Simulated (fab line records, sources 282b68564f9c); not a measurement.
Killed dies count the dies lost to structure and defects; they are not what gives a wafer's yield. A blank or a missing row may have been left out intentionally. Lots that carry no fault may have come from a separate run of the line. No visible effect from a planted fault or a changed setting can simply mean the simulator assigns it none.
One fault seen from 2 desks    flow ritCmos    each desk holds nothing but its own numbers, with what lay behind them at the end

FROM THE METROLOGY DESK
Means of the sampled wafers that have a number, per lot and without regard to the tool the lot ran on: this is what the gauges read. Any lot whose mean is over 4 standard deviations away from the usual mean is out of limits and marked OUT; that distance is given in the brackets.
Columns: A = NRETRO_TW at RIT_NRETRO_TW_MEAS_10, usual 1049; B = NSD_TW at RIT_NSD_TW_MEAS_10, usual 3112; C = NSD_RS at RIT_SDANNEAL_RS_MEAS_05, usual 84.48 ohm/sq
lot   first seen here  A     B               C
L499  day 2 21:26      1055  3119            84.62
L500  day 3 03:49      1046  3106            84.86
L501  day 3 09:17      1049  3099            84.30
L502  day 3 09:31      1053  3095            84.47
L504  day 3 17:19      1047  3104            84.45
L503  day 3 17:35      1056  3103            84.71
L506  day 3 21:07      1057  3108            84.83
L505  day 3 21:19      1051  3119            84.32
L510  day 4 18:46      1044  3102            84.45
L511  day 4 23:10      1049  3118            84.53
L512  day 5 02:34      1051  2551 (-47) OUT  165.43 (+99 or more) OUT
L515  day 5 15:51      1051  2539 (-48) OUT  166.36 (+99 or more) OUT
L518  day 6 11:13      1051  3107            84.74
L522  day 7 05:21      1046  3099            84.41
This desk's result: L512, L515 out of limits, first on L512 (NSD_TW at RIT_NSD_TW_MEAS_10), day 5 23:11. Within limits: L499, L500, L501, L502, L504, L503, L506, L505, L510, L511, L518, L522.

DESK OF THE TOOL OWNER: implanter-02
The tool's own readings at RIT_NSD_IMPLANT_08, given as means over the sampled wafers that have a number, one for each lot that went through this tool. Any lot whose mean is over 4 standard deviations away from the usual mean is out of limits and marked OUT; that distance is given in the brackets.
Columns: A = doseIonsCm2 at RIT_NSD_IMPLANT_08, usual 1.0001e+15; B = endStationPressureTorr at RIT_NSD_IMPLANT_08, usual 7.5e-06 Torr; C = faradayCurrentUA at RIT_NSD_IMPLANT_08, usual 3129
lot   first seen here  A                             B        C
L502  day 4 07:25      9.9953e+14                    7.8e-06  3145
L510  day 5 12:55      9.9873e+14                    7.2e-06  3071
L512  day 5 22:52      4.3363e+14 (-99 or more) OUT  6.1e-06  1349 (-27) OUT
L515  day 6 11:03      4.3273e+14 (-99 or more) OUT  6.1e-06  1368 (-27) OUT
This desk's verdict: out of limits on L512, L515, starting with L512 at day 5 22:52 (doseIonsCm2 at RIT_NSD_IMPLANT_08). Within limits: L502, L510.

ALL TOGETHER
At day 5 22:52, on L512, L515, the tool owner's desk was in a position to raise an alarm.
Metrology desk: alarm possible at day 5 23:11 on L512, L515.
The lots listed all ran RIT_NSD_IMPLANT_08 on implanter-02.

WHAT THE SIMULATOR HAD INSERTED
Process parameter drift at RIT_NSD_IMPLANT_08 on implanter-02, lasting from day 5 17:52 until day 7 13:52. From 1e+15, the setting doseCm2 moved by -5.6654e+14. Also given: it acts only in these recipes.
Struck lots among those shown: L512, L515.
Delay (hours) between the fault's onset and each desk's first out-of-limits reading: 5 at the tool owner's desk, 5 at the metrology desk.
